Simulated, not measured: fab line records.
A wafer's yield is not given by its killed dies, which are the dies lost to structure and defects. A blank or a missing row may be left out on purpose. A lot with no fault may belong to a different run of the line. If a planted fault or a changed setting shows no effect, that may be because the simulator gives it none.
What tool caused it?    flow berkeleyCmos170    39 wafers from 13 lots sampled at 5 of the route's 331 steps

WHAT THE GAUGES SHOWED, per wafer
UCB170_NLDD_CD_MEAS_06: target cd 1200 nm.
lot   measured      on        cdNm (nm)
L302  day 7 11:17   cdSem-02  1199.2 1199.1 1198.7
L301  day 7 12:08   cdSem-02  1201.3 1201.2 1200.4
L303  day 8 02:14   cdSem-01  1200.4 1200.2 1200.4
L304  day 8 02:33   cdSem-01  1199.0 1199.8 1200.3
L305  day 8 03:17   cdSem-02  1199.3 1199.9 1199.8
L307  day 8 21:28   cdSem-01  1201.2 1199.4 1201.2
L312  day 9 23:49   cdSem-01  1198.1 1198.1 1199.5
L316  day 11 01:22  cdSem-01  1201.1 1202.8 1201.3
L317  day 11 08:34  cdSem-02  1201.1 1201.2 1200.2
L318  day 11 08:41  cdSem-02  1198.9 1198.7 1200.2
L320  day 12 01:35  cdSem-01  1198.4 1198.5 1198.7
L321  day 12 02:33  cdSem-01  1200.5 1199.6 1198.9
L323  day 12 10:53  cdSem-02  1200.2 1200.4 1200.1

UCB170_PSD_CD_MEAS_06: target cd 1200 nm.
lot   measured      on        cdNm (nm)
L302  day 7 17:39   cdSem-01  1201.3 1201.1 1200.0
L301  day 7 18:13   cdSem-01  1200.5 1200.7 1200.0
L303  day 8 09:28   cdSem-02  1201.2 1200.7 1200.3
L304  day 8 09:47   cdSem-02  1201.3 1201.2 1200.4
L305  day 8 09:40   cdSem-01  1198.9 1199.0 1197.7
L307  day 9 08:04   cdSem-01  1201.7 1202.1 1201.0
L312  day 10 08:52  cdSem-01  1199.0 1198.3 1198.5
L316  day 11 09:04  cdSem-01  1199.3 1199.6 1199.6
L317  day 11 15:50  cdSem-02  1198.0 1197.9 1197.5
L318  day 11 15:41  cdSem-01  1200.5 1199.5 1200.3
L320  day 12 10:33  cdSem-02  1200.1 1199.2 1200.5
L321  day 12 10:29  cdSem-01  1201.6 1201.3 1201.9
L323  day 12 20:27  cdSem-02  1200.7 1201.1 1200.6

UCB170_NSD_OVL_MEAS_07.
lot   measured      on          NSD_OVL (nm)
L302  day 7 19:50   overlay-01  9 9 5
L301  day 7 20:24   overlay-02  4 -1 -1
L303  day 8 12:26   overlay-02  0 4 6
L304  day 8 12:34   overlay-01  4 6 8
L305  day 8 12:41   overlay-02  6 1 10
L307  day 9 11:12   overlay-01  -1 12 4
L312  day 10 10:50  overlay-02  8 16 8
L316  day 11 11:25  overlay-02  6 12 8
L317  day 11 17:39  overlay-02  -2 1 1
L318  day 11 17:24  overlay-01  1 6 2
L320  day 12 12:58  overlay-01  6 2 2
L321  day 12 12:40  overlay-01  1 5 2
L323  day 12 22:31  overlay-01  2 4 2

UCB170_SDANNEAL_RS_MEAS_05: measures by four-point-probe.
lot   measured      on            NLDD_RS (ohm/sq)
L302  day 7 22:02   filmMetro-01  613.5 615.2 614.8
L301  day 7 22:19   filmMetro-03  613.8 612.7 616.0
L303  day 8 14:19   filmMetro-04  617.7 619.1 618.7
L304  day 8 14:29   filmMetro-03  618.2 618.0 617.1
L305  day 8 14:48   filmMetro-01  615.4 615.4 615.4
L307  day 9 13:22   filmMetro-01  614.7 615.6 614.8
L312  day 10 12:48  filmMetro-01  554.1 579.5 555.4 553.9 577.4 556.0
L316  day 11 15:01  filmMetro-03  615.8 615.1 615.2
L317  day 11 19:27  filmMetro-04  617.9 615.0 615.4
L318  day 11 19:09  filmMetro-03  614.4 614.8 615.7
L320  day 12 14:56  filmMetro-04  617.2 617.3 614.5
L321  day 12 14:46  filmMetro-01  613.7 616.8 616.2
L323  day 13 00:19  filmMetro-03  616.4 616.6 616.4

WHICH TOOL RAN EACH LOT (tool, then ch and the chambers of the sampled wafers, then the start)
lot   UCB170_NLDD_IMPLANT_08
L302  implanter-01 ch 0, day 7 11:26
L301  implanter-03 ch 0, day 7 12:18
L303  implanter-02 ch 0, day 8 02:23
L304  implanter-03 ch 0, day 8 02:43
L305  implanter-01 ch 0, day 8 03:26
L307  implanter-02 ch 0, day 8 21:37
L312  implanter-01 ch 0, day 9 23:59
L316  implanter-03 ch 0, day 11 01:32
L317  implanter-02 ch 0, day 11 08:43
L318  implanter-03 ch 0, day 11 08:50
L320  implanter-02 ch 0, day 12 01:44
L321  implanter-03 ch 0, day 12 02:43
L323  implanter-03 ch 0, day 12 11:03
- UCB170_NLDD_IMPLANT_08

AS READ BY THE TOOLS THEMSELVES (means over the sampled wafers that have a number; for cases with no such wafer, the mark the record gives instead)
UCB170_NLDD_IMPLANT_08.
lot   tool          tiltDeg (degrees)
L302  implanter-01  6.991
L301  implanter-03  6.997
L303  implanter-02  7.003
L304  implanter-03  7.004
L305  implanter-01  6.999
L307  implanter-02  6.993
L312  implanter-01  6.963
L316  implanter-03  7.005
L317  implanter-02  7.006
L318  implanter-03  7.000
L320  implanter-02  6.984
L321  implanter-03  7.011
L323  implanter-03  6.982

THE ANSWER, worked out from the rows above alone
Rule: the lots themselves supply what counts as usual. The widest of any qualifying gaps counts: lots, ordered by their means at a reading, are off when they make up no more than a third of the lots, leave a main group of 4 or more, and stand apart from it by 3 or more times the standard deviation of that group's means. If all means in a main group match to the digits the tables above print for the reading, that group is not used. A lot without any number at a reading at which 4 lots or more have one is off too. The other lots that the step has rows for count as sound. Order of review: gauges by route order, followed by the tools' own readings, for which a lot's mean as printed above is used. The first step at which some lot is off is used, and at that step the reading that is off furthest; a lot without a number counts as furthest.
Off: at UCB170_SDANNEAL_RS_MEAS_05 (NLDD_RS), L312. The main group has a mean of 615.8 ohm/sq with a standard deviation of 1.2.
A tool fits if, at a process step before that reading, it ran every lot that is off, and no sound lot after the first of them. The gauges at UCB170_SDANNEAL_RS_MEAS_05 are tried like those tools. One candidate fits, namely implanter-01 at UCB170_NLDD_IMPLANT_08. Its last sound lot is L305 (day 8 03:26), its first lot that is off L312 (day 9 23:59): a fault that began between those two fits.

WHAT THE SIMULATOR HAD INSERTED
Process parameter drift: implanter-01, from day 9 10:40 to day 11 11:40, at UCB170_NLDD_IMPLANT_08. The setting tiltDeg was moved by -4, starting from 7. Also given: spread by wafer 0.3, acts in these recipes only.
Lots struck among those shown: L312. This agrees with what the rule above found.
